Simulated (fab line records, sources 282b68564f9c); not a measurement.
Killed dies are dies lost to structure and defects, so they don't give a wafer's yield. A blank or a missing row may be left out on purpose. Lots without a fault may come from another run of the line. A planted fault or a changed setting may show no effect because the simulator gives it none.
Problem report in the 8D (eight disciplines) form, filled by code | flow rit_cmos | the parts of the form that need people (team, actions taken, sign-off) are left out

1. THE PROBLEM
M1_AL_RS at RIT_M1_RS_MEAS_01 reads a mean of 0.1948 ohm/sq on 1 wafer of 1 lot; wafers without a fault read 0.0732 ohm/sq with a standard deviation of 0.00076. That is +99 or more standard deviations from the usual mean.
The step: measures by four-point-probe.
First seen on wafer L345.3, day 5 18:57, on film_metro-04. The record holds 38 wafers of 13 lots with a number at this step. Rule for "out", or "out of limits": more than 4 standard deviations from the usual mean. The other wafers with a number count as sound.

2. WHAT IT IS AND WHAT IT IS NOT
question                    | is               | is not
which readings at this step | M1_AL_RS         | -
which lots                  | L345             | L337, L340, L341, L343, L344, L348, L349, L352, L354, L355, L359, L360
which wafers of those lots  | L345.3           | L345.1, L345.2
read on which gauges        | film_metro-04    | film_metro-01, film_metro-02
when                        | from day 5 18:57 | up to then (17 sound wafers); but 20 sound wafers of L348, L349, L352, L354, L355, L359, L360 came after

3. SUSPECTS, AND WHAT RULES EACH OUT
Counting: a tool at a process step up to the reading stays a suspect if it ran every lot that is out. Sound lots after the first of them don't rule it out here, since some wafers of a struck lot are sound.
- the gauge at RIT_M1_RS_MEAS_01: ruled out. All the wafers that are out were read on film_metro-04, but those of them that RIT_M1_METAL_ETCH_12 has rows for are out there too, on other tools.
- pvd_sputter-01 at RIT_M1_SPUTTER_00 (material Al, target thk 400 nm, time 500 s): kept. It ran the lot that is out, L345 (day 5 18:39); its last sound lot up to then is L343 (day 5 05:36).
Left after counting: pvd_sputter-01 at RIT_M1_SPUTTER_00.

4. THE CAUSE (what the simulator had put in)
Process parameter drift: pvd_sputter-01, from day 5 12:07 on, at RIT_M1_SPUTTER_00. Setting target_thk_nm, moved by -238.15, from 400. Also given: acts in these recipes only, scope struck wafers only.
Counting left only this tool.

5. THE CHAIN OF EFFECTS, in route order
Each row: a reading whose mean over the struck wafers that have a number lies more than 3 standard deviations from the usual. Only readings for which the record gives a usual standard deviation are gone through. hours: the time from each lot's start at the first step in this table that gives one to its start at this step, as a median over the lots. sigmas: the change in usual standard deviations.
hours | step                 | reading        | usual         | on struck wafers | change  | sigmas
0     | RIT_M1_RS_MEAS_01    | M1_AL_RS       | 0.0732 ohm/sq | 0.1948           | +0.1216 | +99 or more
0     | RIT_M1_THK_MEAS_02   | M1_AL_THK      | 401 nm        | 160              | -241    | -52
2     | RIT_M1_METAL_ETCH_12 | oes_product_au | 0.781 a.u.    | 0.517            | -0.264  | -26
The process steps in it:
- RIT_M1_METAL_ETCH_12: etches Al in Cl2/BCl3, stops on SiO2, time 165 s, target depth 600 nm.
Later measuring or inspecting steps at which every struck wafer that the step has a row for has a number for every such reading, and none has moved that far: RIT_M1_OVL_MEAS_10.

6. WHAT WOULD HAVE CAUGHT IT SOONER
In this record the first reading out of limits at a measuring or inspecting step was taken at day 5 18:57, 7 hours after the fault began at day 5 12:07.
Of the tool readings at RIT_M1_SPUTTER_00 for which the record gives a usual standard deviation, none was out on any struck wafer, so an alarm limit of 4 standard deviations on them would not have fired.
All the lots that are out (1) had begun RIT_M1_SPUTTER_00 on pvd_sputter-01 by day 5 18:57. A hold on the tool at that time would have spared none of them.
